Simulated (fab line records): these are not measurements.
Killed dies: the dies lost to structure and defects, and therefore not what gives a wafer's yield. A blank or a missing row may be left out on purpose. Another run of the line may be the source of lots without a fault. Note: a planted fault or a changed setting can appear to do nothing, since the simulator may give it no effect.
Comparing a struck lot with a sound one / flow ritCmos / 44 steps out of a route of 202
Sound: the wafers L436.1, L436.5, L436.6. The struck wafers were L425.1, L425.2, L425.4. Last of all comes the cause.
At each step with rows: each side's tool, then ch and its chambers, then its first start. Under that, the readings that differ: sound wafers / struck wafers / difference of the means / sigmas: that difference in standard deviations of wafers without a fault.
alike: readings with means less than 2 such deviations apart, plus words and numbers identical on both sides. not compared: withheld readings, readings lacking a value on some wafer, bounds such as >300 that could conceal the same value, and numbers that have no deviation in the record and whose values overlap.
A row with sigmas, a row that says differs or no value, or rows on one side alone: a step with any of these is where the two part. Numbers that don't overlap but have no deviation are shown without sigmas and don't part them. A reading that every wafer of one side lacks parts them only if that side has two wafers or more.

first, 2 steps without rows for these wafers: RIT_NLDD_HARDBAKE_07 (time 60 s); RIT_NLDD_IMPLANT_08.
RIT_NLDD_STRIP_09: strips in O2, time 180 s.
  sound on plasmaAsher-01 ch 0,1, day 8 01:52; struck on plasmaAsher-02 ch 0,1, day 5 02:13
reading=drypumpMotorCurrentA (A); sound=5.3 4.9 5.3; struck=6.5 5.9 6.4; difference=+1.1; sigmas=+2
  not compared: rfHoursCounterH
RIT_NLDD_TW_MEAS_10:
  sound on filmMetro-03, day 8 02:02; struck on filmMetro-01, day 5 02:24
  alike: NLDD_TW
then, 6 steps without rows for these wafers: RIT_PLDD_HMDS_00 (prime time 60 s); RIT_PLDD_COAT_01 (resist thk 1000 nm); RIT_PLDD_SOFTBAKE_02 (time 60 s); RIT_PLDD_EXPOSE_03 (exposes mask M8, target cd 40900 nm); RIT_PLDD_PEB_04; RIT_PLDD_DEVELOP_05 (develop time 50 s).
RIT_PLDD_OVL_MEAS_06:
  sound on overlay-01, day 8 03:04; struck on overlay-02, day 5 03:19
  alike: PLDD_OVL
then, 1 step without rows for these wafers: RIT_PLDD_HARDBAKE_07 (time 60 s).
RIT_PLDD_IMPLANT_08:
  sound on implanter-01 ch 0, day 8 03:16; struck on implanter-01 ch 0, day 5 03:29
reading=beamEnergyKeV; sound=20.003 19.994 20.007; struck=22.187 22.190 22.193; difference=+2.189; sigmas=+99 or more
reading=model.implant.rpNm (nm); sound=16.87 16.87 16.87; struck=19.34 19.34 19.34; difference=+2.47; sigmas=
reading=model.implant.drpNm (nm); sound=9.752 9.752 9.752; struck=10.49 10.49 10.49; difference=+0.74; sigmas=
  alike: beamOnS
RIT_PLDD_STRIP_09: strips in O2, time 180 s.
  sound on plasmaAsher-03 ch 0,1, day 8 03:25; struck on plasmaAsher-01 ch 0,1, day 5 03:38
  alike: drypumpMotorCurrentA
  not compared: rfHoursCounterH
RIT_PLDD_TW_MEAS_10:
  sound on filmMetro-01, day 8 03:35; struck on filmMetro-03, day 5 03:49
reading=PLDD_TW; sound=2343 2329 2332; struck=2453 2456 2459; difference=+121; sigmas=+5
then, 4 steps without rows for these wafers: RIT_SPACER_CLEAN_00 (cleans in SC1, time 600 s); RIT_SPACER_CLEAN_01 (cleans in dHF, time 30 s); RIT_SPACER_CLEAN_02 (cleans in SC2, time 600 s); RIT_SPACER_CVD_03 (deposits Si3N4 from SiH2Cl2/NH3, target thk 250 nm, time 3300 s).
RIT_SPACER_THK_MEAS_04:
  sound on filmMetro-03, day 8 05:58; struck on filmMetro-02, day 5 07:07
reading=SPACER_NITRIDE_THK (nm); sound=252.8 254.0 255.0; struck=247.3 246.8 249.0; difference=-6.2; sigmas=-3
RIT_SPACER_ETCHBACK_05: etches Si3N4 in SF6/CHF3, stops on SiO2, target depth 250 nm, time 240 s.
  sound on rieDiel-04 ch 2,3, day 8 06:01; struck on rieDiel-02 ch 0,1,3, day 5 07:11
  alike: drypumpMotorCurrentA, oesProductAu, throttleValvePct
  not compared: rfHoursCounterH
then, 6 steps without rows for these wafers: RIT_NSD_HMDS_00 (prime time 60 s); RIT_NSD_COAT_01 (resist thk 1000 nm); RIT_NSD_SOFTBAKE_02 (time 60 s); RIT_NSD_EXPOSE_03 (exposes mask M9, target cd 40700 nm); RIT_NSD_PEB_04; RIT_NSD_DEVELOP_05 (develop time 50 s).
RIT_NSD_OVL_MEAS_06:
  sound on overlay-01, day 8 07:08; struck on overlay-01, day 5 08:11
  alike: NSD_OVL
then, 2 steps without rows for these wafers: RIT_NSD_HARDBAKE_07 (time 60 s); RIT_NSD_IMPLANT_08.
RIT_NSD_STRIP_09: strips in O2, time 180 s.
  sound on plasmaAsher-01 ch 0,1, day 8 07:29; struck on plasmaAsher-04 ch 0,1, day 5 08:31
  alike: drypumpMotorCurrentA
  not compared: rfHoursCounterH
RIT_NSD_TW_MEAS_10:
  sound on filmMetro-01, day 8 07:39; struck on filmMetro-03, day 5 08:41
reading=NSD_TW; sound=3114 3105 3098; struck=3174 3161 3159; difference=+59; sigmas=+2
then, 6 steps without rows for these wafers: RIT_PSD_HMDS_00 (prime time 60 s); RIT_PSD_COAT_01 (resist thk 1000 nm); RIT_PSD_SOFTBAKE_02 (time 60 s); RIT_PSD_EXPOSE_03 (exposes mask M10, target cd 40900 nm); RIT_PSD_PEB_04; RIT_PSD_DEVELOP_05 (develop time 50 s).
RIT_PSD_OVL_MEAS_06:
  sound on overlay-02, day 8 08:34; struck on overlay-02, day 5 09:36
  alike: PSD_OVL
then, 2 steps without rows for these wafers: RIT_PSD_HARDBAKE_07 (time 60 s); RIT_PSD_IMPLANT_08.
RIT_PSD_STRIP_09: strips in O2, time 180 s.
  sound on plasmaAsher-04 ch 0,1, day 8 08:54; struck on plasmaAsher-02 ch 0,1, day 5 09:56
  alike: drypumpMotorCurrentA
  not compared: rfHoursCounterH
RIT_SDANNEAL_RS_MEAS_06: uses a four-point probe to measure.
  sound on filmMetro-03, day 8 09:48; struck on filmMetro-04, day 5 10:50
reading=PLDD_RS (ohm/sq); sound=177.8 179.1 178.3; struck=172.6 171.8 172.5; difference=-6.1; sigmas=-13
RIT_M1_PROBE_99:
  sound on prober-02, day 8 17:04; struck on prober-01, day 5 18:05
reading=model.etest.pmosTurned.rOnOhmUm; sound=3682 3665 3724; struck=3213 3217 3343; difference=-433; sigmas=
reading=model.etest.pmos_0p3.rOnOhmUm; sound=6567 6492 6547; struck=6158 6222 6358; difference=-289; sigmas=
reading=model.etest.pmos_0p15.rOnOhmUm; sound=2962 2931 2958; struck=2655 2641 2694; difference=-287; sigmas=
reading=model.etest.pldd.rsOhmSq; sound=535.6 554.7 541.5; struck=394.3 402.8 426.6; difference=-136.0; sigmas=
reading=model.etest.pldd.lineOhmUm; sound=171.6 173.1 170.3; struck=123.8 127.1 136.6; difference=-42.5; sigmas=
reading=model.etest.pmosTurned.driveUaUm; sound=175.8 169.6 172.6; struck=210.7 207.1 195.8; difference=+31.9; sigmas=
reading=model.etest.pmos_0p15.driveUaUm; sound=238 240.7 236.2; struck=269.2 266.4 256; difference=+25.6; sigmas=
reading=model.etest.pmos_0p15.offLog10AUm; sound=-10.66 -10.61 -10.72; struck=-10.09 -10.23 -10.35; difference=+0.44; sigmas=
  alike: killedAtContacts, killedAtFrontEnd, killedDies, killedOpen, killedShort

## WHERE THEY PART
First at RIT_NLDD_STRIP_09; last, within this record, at RIT_SDANNEAL_RS_MEAS_06. Later steps at which nothing parts them and some readings are alike: RIT_M1_PROBE_99.

WHY: whatever the simulator had introduced
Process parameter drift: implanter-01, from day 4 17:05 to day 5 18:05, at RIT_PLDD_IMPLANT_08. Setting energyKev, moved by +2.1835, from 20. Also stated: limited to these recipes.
